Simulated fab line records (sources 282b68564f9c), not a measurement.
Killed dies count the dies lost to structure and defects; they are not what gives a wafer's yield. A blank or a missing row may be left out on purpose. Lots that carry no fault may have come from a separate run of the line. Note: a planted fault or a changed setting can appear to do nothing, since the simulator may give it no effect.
8D (eight disciplines) problem report, filled in by code    flow rit cmos    the parts of the form that need people (team, actions taken, sign-off) are left out

== 1. THE PROBLEM ==
Wafers without a fault read 0.4000 Pa, standard deviation 0.00081; chamber pressure pa at RIT_M1_SPUTTER_00 reads a mean of 0.3656 Pa on 3 wafers belonging to 2 lots. That is -43 standard deviations from the usual mean.
The step: material Al, target thk 400 nm, time 500 s.
Seen first at day 6 07:34 on pvd sputter-02, wafer L595.1. The record holds 18 wafers of 6 lots with a number at this step. By rule, "out" or "out of limits" means more than 4 standard deviations away from the usual mean. The rest of the wafers with a number are treated as sound.

== 2. WHAT IT IS, AND WHAT IT ISN'T ==
question                     is                      is not
which readings at this step  chamber pressure pa     substrate temp c
which lots                   L595, L597              L582, L590, L598, L602
which wafers of those lots   L595.1, L597.3, L597.5  L595.4, L595.6, L597.1
read on which tools          pvd sputter-02          pvd sputter-01, pvd sputter-03
when                         from day 6 07:34        up to then (8 sound wafers); but 7 sound wafers of L597, L598, L602 came after

== 3. SUSPECTS, AND WHAT RULES EACH OUT ==
Counting: a tool at a process step up to the reading stays a suspect if it ran every lot that is out. Sound lots after the first of them don't rule it out here, since some wafers of a struck lot are sound.
- plasma asher-02 at RIT_CONTACT_STRIP_12 (strips in O2, time 180 s): kept. Every lot that is out went through it, the first being L595 (day 6 06:55); the last sound lot it ran before that was L590 (day 5 16:06).
- pvd sputter-02 at RIT_M1_SPUTTER_00 (material Al, target thk 400 nm, time 500 s): kept. Every lot that is out went through it, the first being L595 (day 6 07:34); the last sound lot it ran before that was L590 (day 5 16:47). On those wafers its own readings are out: chamber pressure pa.
What counting leaves: plasma asher-02 at RIT_CONTACT_STRIP_12 and pvd sputter-02 at RIT_M1_SPUTTER_00.

== 4. THE CAUSE (what the simulator had put in) ==
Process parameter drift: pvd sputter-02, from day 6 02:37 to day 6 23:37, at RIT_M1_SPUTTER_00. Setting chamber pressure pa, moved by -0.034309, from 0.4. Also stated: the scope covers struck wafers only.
This tool is one of the 2 suspects left after counting.

== 5. SEQUENCE OF EFFECTS, ordered by route ==
Each row: a reading where the mean over the struck wafers with a number is more than 3 standard deviations away from the usual. Only readings for which the record gives a usual standard deviation are gone through. hours: the time from each lot's start at the first step in this table that gives one to its start at this step, as a median over the lots. sigmas: the change in usual standard deviations.
hours  step               reading              usual          on struck wafers  change   sigmas
0      RIT_M1_SPUTTER_00  chamber pressure pa  0.4000 Pa      0.3656            -0.0344  -43
0      RIT_M1_SPUTTER_00  throttle valve pct   30.3 %         32.9              +2.6     +3.6
0      RIT_M1_RS_MEAS_01  M1_AL_RS             0.0735 ohm/sq  0.0714            -0.0021  -3.2
Here are the process steps it includes:
- RIT_M1_SPUTTER_00: material Al, target thk 400 nm, time 500 s.
At these later measuring or inspecting steps, every struck wafer for which the step has a row has a number for every such reading, and none has moved that far: RIT_M1_THK_MEAS_02, RIT_M1_CD_MEAS_09, RIT_M1_OVL_MEAS_10.

== 6. HOW IT WOULD HAVE BEEN CAUGHT EARLIER ==
First out-of-limits reading in this record: day 6 07:34, which is 5 hours after fault onset at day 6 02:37.
